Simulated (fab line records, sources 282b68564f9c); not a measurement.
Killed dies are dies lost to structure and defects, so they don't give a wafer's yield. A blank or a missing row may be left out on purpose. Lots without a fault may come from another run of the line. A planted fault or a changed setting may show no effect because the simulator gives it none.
A struck lot beside a sound one | flow rit_cmos | 21 steps out of a route of 202
Sound: wafers L637.1, L637.2, L637.4. Struck: wafers L649.2, L649.3, L649.5. The cause comes at the end.
At each step with rows: each side's tool, then ch and its chambers, then its first start. Under that, the readings that differ: sound wafers | struck wafers | difference of the means | sigmas: that difference in standard deviations of wafers without a fault.
alike: readings whose means differ by less than 2 such deviations, and words and numbers that are the same on both sides. not compared: withheld readings, readings that some wafer has no value for, bounds like >300 that may hide the same value, and numbers for which the record gives no deviation and whose values overlap.
The two part at a step that has a row with sigmas, a row that says differs or no value, or rows on one side only. Numbers that don't overlap but have no deviation are shown without sigmas and don't part them. A reading that every wafer of one side lacks parts them only if that side has two wafers or more.

first, 4 steps without rows for these wafers: RIT_NWELL_SOFTBAKE_02 (time 60 s); RIT_NWELL_EXPOSE_03 (exposes mask M2, target cd 43900 nm); RIT_NWELL_PEB_04; RIT_NWELL_DEVELOP_05 (develop time 68 s).
RIT_NWELL_OVL_MEAS_06:
  sound on overlay-01, day 2 04:37; struck on overlay-01, day 4 14:28
  alike: NWELL_OVL
then, 2 steps without rows for these wafers: RIT_NWELL_HARDBAKE_07 (time 120 s); RIT_NWELL_IMPLANT_08.
RIT_NWELL_STRIP_09: strips in O2, time 180 s.
  sound on plasma_asher-01 ch 0,1, day 2 05:04; struck on plasma_asher-01 ch 0,1, day 4 14:53
  alike: drypump_motor_current_A
  not compared: rf_hours_counter_h
RIT_NWELL_TW_MEAS_10:
  sound on film_metro-04, day 2 05:14; struck on film_metro-01, day 4 15:04
  alike: NWELL_TW
then, 3 steps without rows for these wafers: RIT_PWELL_HMDS_00 (prime time 60 s); RIT_PWELL_COAT_01 (resist thk 1300 nm); RIT_PWELL_SOFTBAKE_02 (time 60 s).
RIT_PWELL_EXPOSE_03: exposes mask M3, target cd 43700 nm.
  sound on iline_stepper-02 ch 0, day 2 05:44; struck on iline_stepper-02 ch 0, day 4 15:43
  reading              | sound                | struck               | difference | sigmas
  mask                 | M3#0 M3#0 M3#0       | M2#0 M2#0 M2#0       | differs    |
  exposure_dose_mJ_cm2 | 249.55 249.45 249.58 | 250.26 250.47 250.13 | +0.76      | +3
then, 2 steps without rows for these wafers: RIT_PWELL_PEB_04; RIT_PWELL_DEVELOP_05 (develop time 68 s).
RIT_PWELL_OVL_MEAS_06:
  sound on overlay-01, day 2 06:10; struck on overlay-01, day 4 16:08
  reading        | sound        | struck | difference                    | sigmas
  PWELL_OVL (nm) | 0.0 1.0 -0.1 | - - -  | no value on the struck wafers |
then, 2 steps without rows for these wafers: RIT_PWELL_HARDBAKE_07 (time 120 s); RIT_PWELL_IMPLANT_08.
RIT_PWELL_STRIP_09: strips in O2, time 180 s.
  sound on plasma_asher-04 ch 0,1, day 2 06:37; struck on plasma_asher-02 ch 1, day 4 16:34
  alike: drypump_motor_current_A
  not compared: rf_hours_counter_h
RIT_PWELL_TW_MEAS_10:
  sound on film_metro-02, day 2 06:47; struck on film_metro-01, day 4 16:45
  reading  | sound       | struck   | difference | sigmas
  PWELL_TW | 943 952 942 | 30 30 30 | -916       | -99 or more
then, 1 step without rows for these wafers: RIT_WELLDRIVE_ANNEAL_00 (time 14700 s).

WHERE THEY PART
First at RIT_PWELL_EXPOSE_03; last, within this record, at RIT_PWELL_TW_MEAS_10.

WHY: what the simulator had put in
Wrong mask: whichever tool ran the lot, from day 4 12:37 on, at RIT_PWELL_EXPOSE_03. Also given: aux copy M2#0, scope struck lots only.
